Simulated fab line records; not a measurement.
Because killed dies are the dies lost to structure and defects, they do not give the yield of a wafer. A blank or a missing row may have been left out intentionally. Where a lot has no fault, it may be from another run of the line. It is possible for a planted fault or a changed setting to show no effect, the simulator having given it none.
fab line records | flow berkeleyCmos170
[record] lots = 13 | wafers = 39 | lastDay = 11
route steps=331 shown NWELL@18 V1@254 M2@291 M3@311
lots untouched by any fault: they come from a run of this same line in which no faults occurred
startH: hours from the record's first day to the start of the lot's first wafer shown | waitH: hours since the lot's step before | " same as the row above | L1.1+2: a single row standing in for several wafers | - value missing, or start not given | * or withheld: withheld | < > ~ a bound
route shown NAME@n: a module of which the file shows steps, and the number in the route of the first | usual: mean/standard deviation taken from wafers without a fault | same: alike in all rows | chamber/n: place in a boat | sites: each site's reading | _std_site: the values' standard deviation | _edge_site: inner sites' mean taken away from outer sites' mean | radiusMm: how far each site lies from the wafer's centre | mask NAME#n: copy n | behind: the last tool/chamber to shape the wafer | hold: the reason the lot was held/the length of the hold in hours/how it ended | device: which transistor (n, p or np) failed to switch | end of line: the tests these same wafers got at the end of their route | a step with no rows: only its recipe | killed: not the wafer's yield, but the dies lost to structure and defects at the first sort | map: the dies of a wafer, with x for killed, . for not killed, _ for no die there
set.NAME: the run value of the setting; set.NAME@STEP: its run value at that earlier step | model.NAME: the simulator's own value behind a step, which no gauge read
the route's steps for a sample of lots (tables are steps, rows are wafers)
services: the hour from which a tool's chamber was out of use, counted from the record's first day as startH (under 0 if before that day), plus the number of hours and why
[[steps]]
[step UCB170_NWELL_CVD_04]
[recipe] material = Si3N4 | targetThkNm = 224 | tempC = 800 | precursor = SiH2Cl2/NH3 | timeS = 3360 | pressureMtorr = 200 | sih2cl2FlowSccm = 25 | nh3FlowSccm = 75
[usual] sih2cl2FlowSccm = 25.00/0.076 | zonePowerLoadPct = 20.2/1.5
lot.wafer | tool     | chamber | startH | waitH | sih2cl2FlowSccm | zonePowerLoadPct
L321.2    | lpcvd-02 | 0       | 27.55  | 0.0   | 24.98           | 18.9
L321.4    | "        | 0       | "      | "     | 24.95           | 18.7
L321.6    | "        | 0       | "      | "     | 24.98           | 18.8
L322.3    | lpcvd-02 | 1       | 31.80  | 0.0   | 25.01           | 19.3
L322.4    | "        | 1       | "      | "     | 24.88           | 19.6
L322.6    | "        | 1       | "      | "     | 25.09           | 19.7
L323.2    | lpcvd-01 | 1       | 39.51  | 0.0   | 24.86           | 21.4
L323.4    | "        | 1       | "      | "     | 25.00           | 21.8
L323.6    | "        | 1       | "      | "     | 24.98           | 21.9
L324.3    | lpcvd-02 | 0       | 40.76  | 0.0   | 25.03           | 19.0
L324.4    | "        | 0       | "      | "     | 25.00           | 18.8
L324.5    | "        | 0       | "      | "     | 24.95           | 18.9
L325.2    | lpcvd-02 | 0       | 55.88  | 0.9   | 25.10           | 18.9
L325.3    | "        | 0       | "      | "     | 25.11           | 18.9
L325.6    | "        | 0       | "      | "     | 24.94           | 19.2
L326.1    | lpcvd-02 | 1       | 55.88  | 0.9   | 24.95           | 19.8
L326.2    | "        | 1       | "      | "     | 25.00           | 20.0
L326.3    | "        | 1       | "      | "     | 24.90           | 19.7
L327.4    | lpcvd-02 | 0       | 59.73  | 0.8   | 25.02           | 18.8
L327.5    | "        | 0       | "      | "     | 25.05           | 18.8
L327.6    | "        | 0       | "      | "     | 25.00           | 18.6
L330.1    | lpcvd-01 | 1       | 68.55  | 0.0   | 25.11           | 21.9
L330.3    | "        | 1       | "      | "     | 25.05           | 21.6
L330.6    | "        | 1       | "      | "     | 25.08           | 22.2
L332.2    | lpcvd-01 | 1       | 75.39  | 0.0   | 25.13           | 22.4
L332.5    | "        | 1       | "      | "     | 25.12           | 21.8
L332.6    | "        | 1       | "      | "     | 24.92           | 21.8
L334.2    | lpcvd-02 | 0       | 87.33  | 0.0   | 25.03           | 18.7
L334.3    | "        | 0       | "      | "     | 25.02           | 18.9
L334.5    | "        | 0       | "      | "     | 24.89           | 18.8
L337.1    | lpcvd-01 | 1       | 108.43 | 0.0   | 25.12           | 21.7
L337.4    | "        | 1       | "      | "     | 25.03           | 21.8
L337.6    | "        | 1       | "      | "     | 25.03           | 21.8
L338.2    | lpcvd-01 | 1       | 108.43 | 0.0   | 24.97           | 22.2
L338.3    | "        | 1       | "      | "     | 24.96           | 22.0
L338.5    | "        | 1       | "      | "     | 24.92           | 21.7
L342.1    | lpcvd-01 | 1       | 126.31 | 0.0   | 24.97           | 21.7
L342.2    | "        | 1       | "      | "     | 24.89           | 21.7
L342.3    | "        | 1       | "      | "     | 24.87           | 22.0
[step UCB170_NWELL_THK_MEAS_05]
[recipe] reads = Si3N4_of_NWELL_CVD_04
[usual] NWELL_NITRIDE_THK = 224.0/2.3
lot.wafer | tool         | chamber | startH | waitH | NWELL_NITRIDE_THK[nm]
L321.2    | filmMetro-04 | -       | 30.46  | 0.0   | 222.3
L321.4    | "            | -       | "      | "     | 223.4
L321.6    | "            | -       | "      | "     | 224.3
L322.3    | filmMetro-01 | -       | 34.72  | 0.0   | 223.6
L322.4    | "            | -       | "      | "     | 223.6
L322.6    | "            | -       | "      | "     | 222.1
L323.2    | filmMetro-04 | -       | 41.45  | 0.0   | 222.0
L323.4    | "            | -       | "      | "     | 222.5
L323.6    | "            | -       | "      | "     | 221.3
L324.3    | filmMetro-04 | -       | 42.71  | 0.0   | 224.2
L324.4    | "            | -       | "      | "     | 223.8
L324.5    | "            | -       | "      | "     | 223.6
L326.1    | filmMetro-03 | -       | 57.81  | 0.0   | 223.7
L326.2    | "            | -       | "      | "     | 221.9
L326.3    | "            | -       | "      | "     | 222.1
L325.2    | filmMetro-01 | -       | 57.82  | 0.0   | 222.9
L325.3    | "            | -       | "      | "     | 222.1
L325.6    | "            | -       | "      | "     | 224.4
L327.4    | filmMetro-04 | -       | 61.69  | 0.0   | 219.9
L327.5    | "            | -       | "      | "     | 220.7
L327.6    | "            | -       | "      | "     | 218.5
L330.1    | filmMetro-01 | -       | 70.49  | 0.0   | 228.3
L330.3    | "            | -       | "      | "     | 226.4
L330.6    | "            | -       | "      | "     | 226.3
L332.2    | filmMetro-04 | -       | 77.33  | 0.0   | 225.5
L332.5    | "            | -       | "      | "     | 226.4
L332.6    | "            | -       | "      | "     | 224.9
L334.2    | filmMetro-03 | -       | 89.27  | 0.0   | 242.0
L334.3    | "            | -       | "      | "     | 243.1
L334.5    | "            | -       | "      | "     | 243.0
L337.1    | filmMetro-03 | -       | 110.36 | 0.0   | 225.1
L337.4    | "            | -       | "      | "     | 224.8
L337.6    | "            | -       | "      | "     | 224.3
L338.2    | filmMetro-01 | -       | 110.41 | 0.0   | 226.1
L338.3    | "            | -       | "      | "     | 228.2
L338.5    | "            | -       | "      | "     | 228.0
L342.1    | filmMetro-01 | -       | 128.24 | 0.0   | 227.5
L342.2    | "            | -       | "      | "     | 228.1
L342.3    | "            | -       | "      | "     | 228.4
[step UCB170_V1_CVD_00]
[recipe] material = SiO2 | targetThkNm = 2000 | tempC = 390 | precursor = TEOS/O2 | timeS = 250 | rfW = 550 | pressureMtorr = 9000
[usual] heaterPowerW = 265/62
lot.wafer | tool     | chamber | startH | waitH | heaterPowerW
L321.2    | pecvd-01 | 2       | 150.93 | 0.0   | 350
L321.4    | "        | 2       | "      | "     | 269
L321.6    | "        | 1       | "      | "     | 229
L322.3    | pecvd-01 | 1       | 151.24 | 0.3   | 307
L322.4    | "        | 1       | "      | "     | 224
L322.6    | "        | 2       | "      | "     | 356
L323.2    | pecvd-02 | 0       | 162.49 | 0.0   | 228
L323.4    | "        | 1       | "      | "     | 166
L323.6    | "        | 2       | "      | "     | 415
L324.3    | pecvd-01 | 2       | 165.07 | 0.0   | 314
L324.4    | "        | 0       | "      | "     | 176
L324.5    | "        | 1       | "      | "     | 236
L326.1    | pecvd-02 | 0       | 178.49 | 0.0   | 207
L326.2    | "        | 2       | "      | "     | 388
L326.3    | "        | 1       | "      | "     | 242
L330.1    | pecvd-01 | 1       | 178.49 | 0.0   | 263
L330.3    | "        | 2       | "      | "     | 310
L330.6    | "        | 1       | "      | "     | 321
L325.2    | pecvd-02 | 0       | 181.07 | 0.0   | 247
L325.3    | "        | 2       | "      | "     | 324
L325.6    | "        | 0       | "      | "     | 186
L327.4    | pecvd-01 | 2       | 181.15 | 0.1   | 268
L327.5    | "        | 1       | "      | "     | 321
L327.6    | "        | 0       | "      | "     | 255
L332.2    | pecvd-02 | 0       | 191.32 | 0.0   | 235
L332.5    | "        | 0       | "      | "     | 187
L332.6    | "        | 1       | "      | "     | 166
L334.2    | pecvd-02 | 1       | 199.01 | 0.0   | 212
L334.5    | "        | 1       | "      | "     | 243
L337.1    | pecvd-03 | 1       | 221.94 | 0.0   | 212
L337.4    | "        | 2       | "      | "     | 248
L337.6    | "        | 1       | "      | "     | 284
L338.2    | pecvd-01 | 0       | 221.94 | 0.0   | 236
L338.3    | "        | 2       | "      | "     | 370
L338.5    | "        | 1       | "      | "     | 231
L342.1    | pecvd-03 | 2       | 250.26 | 0.0   | 246
L342.2    | "        | 0       | "      | "     | 327
L342.3    | "        | 2       | "      | "     | 179
[step UCB170_M2_CD_MEAS_90]
[recipe] targetCdNm = 700
[usual] cdNm = 697/3.2
lot.wafer | tool     | chamber | startH | waitH | cdNm
L321.2    | cdSem-02 | -       | 160.17 | 0.1   | 691
L321.4    | "        | -       | "      | "     | 690
L321.6    | "        | -       | "      | "     | 697
L322.3    | cdSem-01 | -       | 160.98 | 0.1   | 693
L322.4    | "        | -       | "      | "     | 694
L322.6    | "        | -       | "      | "     | 690
L323.2    | cdSem-01 | -       | 169.74 | 0.1   | 704
L323.4    | "        | -       | "      | "     | 700
L323.6    | "        | -       | "      | "     | 701
L324.3    | cdSem-01 | -       | 171.57 | 0.1   | 692
L324.4    | "        | -       | "      | "     | 698
L324.5    | "        | -       | "      | "     | 696
L326.1    | cdSem-02 | -       | 188.43 | 0.1   | 697
L326.2    | "        | -       | "      | "     | 701
L326.3    | "        | -       | "      | "     | 696
L330.1    | cdSem-01 | -       | 188.71 | 0.1   | 690
L330.3    | "        | -       | "      | "     | 696
L330.6    | "        | -       | "      | "     | 694
L327.4    | cdSem-02 | -       | 189.81 | 0.1   | 699
L327.5    | "        | -       | "      | "     | 690
L327.6    | "        | -       | "      | "     | 701
L325.2    | cdSem-01 | -       | 189.87 | 0.1   | 698
L325.3    | "        | -       | "      | "     | 693
L325.6    | "        | -       | "      | "     | 695
L332.2    | cdSem-01 | -       | 197.93 | 0.1   | 700
L332.5    | "        | -       | "      | "     | 695
L332.6    | "        | -       | "      | "     | 700
L334.2    | cdSem-01 | -       | 204.33 | 0.1   | 700
L334.5    | "        | -       | "      | "     | 697
L337.1    | cdSem-02 | -       | 229.38 | 0.1   | 695
L337.4    | "        | -       | "      | "     | 695
L337.6    | "        | -       | "      | "     | 694
L338.2    | cdSem-01 | -       | 229.62 | 0.1   | 701
L338.3    | "        | -       | "      | "     | 701
L338.5    | "        | -       | "      | "     | 698
L342.1    | cdSem-01 | -       | 256.69 | 0.1   | 692
L342.2    | "        | -       | "      | "     | 700
L342.3    | "        | -       | "      | "     | 694
[step UCB170_M3_RS_MEAS_02]
[recipe] thkMeasGauge = four-point-probe | reads = Al_of_M3_SPUTTER_01
[usual] M3_AL_RS = 0.0322/0.0004
lot.wafer | tool         | chamber | startH | waitH | M3_AL_RS[ohm/sq]
L321.2    | filmMetro-03 | -       | 163.62 | 0.1   | 0.0315
L321.4    | "            | -       | "      | "     | 0.0317
L321.6    | "            | -       | "      | "     | 0.0312
L322.3    | filmMetro-01 | -       | 164.67 | 0.1   | 0.0321
L322.4    | "            | -       | "      | "     | 0.0327
L322.6    | "            | -       | "      | "     | 0.0322
L323.2    | filmMetro-02 | -       | 172.44 | 0.1   | 0.0326
L323.4    | "            | -       | "      | "     | 0.0323
L323.6    | "            | -       | "      | "     | 0.0325
L324.3    | filmMetro-02 | -       | 174.73 | 0.1   | 0.0328
L324.4    | "            | -       | "      | "     | 0.0321
L324.5    | "            | -       | "      | "     | 0.0323
L326.1    | filmMetro-03 | -       | 191.45 | 0.0   | 0.0323
L326.2    | "            | -       | "      | "     | 0.0329
L326.3    | "            | -       | "      | "     | 0.0326
L330.1    | filmMetro-01 | -       | 192.49 | 0.0   | 0.0323
L330.3    | "            | -       | "      | "     | 0.0319
L330.6    | "            | -       | "      | "     | 0.0319
L325.2    | filmMetro-03 | -       | 192.63 | 0.1   | 0.0317
L325.3    | "            | -       | "      | "     | 0.0320
L325.6    | "            | -       | "      | "     | 0.0326
L327.4    | filmMetro-02 | -       | 192.94 | 0.1   | 0.0329
L327.5    | "            | -       | "      | "     | 0.0331
L327.6    | "            | -       | "      | "     | 0.0331
L332.2    | filmMetro-03 | -       | 200.76 | 0.1   | 0.0319
L332.5    | "            | -       | "      | "     | 0.0317
L332.6    | "            | -       | "      | "     | 0.0319
L334.2    | filmMetro-03 | -       | 207.19 | 0.1   | 0.0318
L334.5    | "            | -       | "      | "     | 0.0321
L337.1    | filmMetro-01 | -       | 232.38 | 0.0   | 0.0325
L337.4    | "            | -       | "      | "     | 0.0322
L337.6    | "            | -       | "      | "     | 0.0327
L338.2    | filmMetro-03 | -       | 232.64 | 0.1   | 0.0319
L338.3    | "            | -       | "      | "     | 0.0318
L338.5    | "            | -       | "      | "     | 0.0319
L342.1    | filmMetro-01 | -       | 259.61 | 0.0   | 0.0323
L342.2    | "            | -       | "      | "     | 0.0322
L342.3    | "            | -       | "      | "     | 0.0317
[[services]]
tool     | chamber | startH | hours | kind
pecvd-01 | -       | 22.16  | 14.6  | pm
lpcvd-02 | -       | 30.66  | 0.6   | repair
pecvd-02 | -       | 46.22  | 5.1   | repair
pecvd-02 | -       | 51.28  | 14.6  | pm
pecvd-03 | 0       | 65.40  | 4.0   | repair
pecvd-03 | -       | 67.95  | 2.8   | pm
pecvd-02 | 0       | 97.29  | 3.8   | repair
pecvd-02 | 1       | 109.08 | 4.9   | repair
pecvd-01 | -       | 127.56 | 1.0   | repair
pecvd-03 | -       | 135.50 | 14.0  | pm
pecvd-03 | 0       | 135.50 | 14.0  | ventCycle
pecvd-03 | 1       | 135.50 | 14.0  | ventCycle
pecvd-03 | 2       | 135.50 | 14.0  | ventCycle
pecvd-02 | 0       | 141.45 | 14.2  | repair
pecvd-03 | 0       | 149.50 | -     | clean
pecvd-03 | 1       | 149.50 | -     | clean
pecvd-03 | -       | 150.88 | 1.2   | repair
lpcvd-02 | -       | 205.12 | 6.1   | pm
pecvd-01 | -       | 215.58 | 5.5   | pm
pecvd-03 | 1       | 232.88 | 22.7  | repair
pecvd-02 | -       | 242.50 | 14.0  | pm
pecvd-02 | 0       | 242.50 | 14.0  | ventCycle
pecvd-02 | 1       | 242.50 | 14.0  | ventCycle
pecvd-02 | 2       | 242.50 | 14.0  | ventCycle
[[key]]
[firstSign] step = UCB170_NWELL_THK_MEAS_05 | reading = NWELL_NITRIDE_THK | direction = up | sigmas = 8.2 | usual = 224.0 | struck = 242.7
effect none on later readings
metAt UCB170_NWELL_CVD_04
struckLots L334
struckWafers L334.2,L334.3,L334.5
laterRowsLeftOut L334.3
sortLeftOut L334.2,L334.3,L334.5
testerLeftOut L334
notActingAt UCB170_V1_CVD_00,UCB170_M2_CD_MEAS_90,UCB170_M3_RS_MEAS_02
onsetBetween 59.73 87.33
[fault] kind = processParameterDrift | tool = lpcvd-02 | chamber = 0 | onsetH = 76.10 | steps = UCB170_NWELL_CVD_04 | channel = timeS | offset = * | shape = step | endH = 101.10 | actsIn = * | stated = *
// testerLeftOut: of these lots the tester's yield and bins aren't shown, on N5 and GAA mostly nor the transistor test; their killed dies are dies lost to structure and defects alone, not to doping, threshold or leakage, so they don't give the yield
// sortLeftOut: the simulated sort isn't trusted on such a fault, so these wafers' sort isn't shown, and their yield isn't known
// laterRowsLeftOut: the simulator's readings of these wafers behind a module that went badly wrong aren't trusted and aren't shown, but for the sort
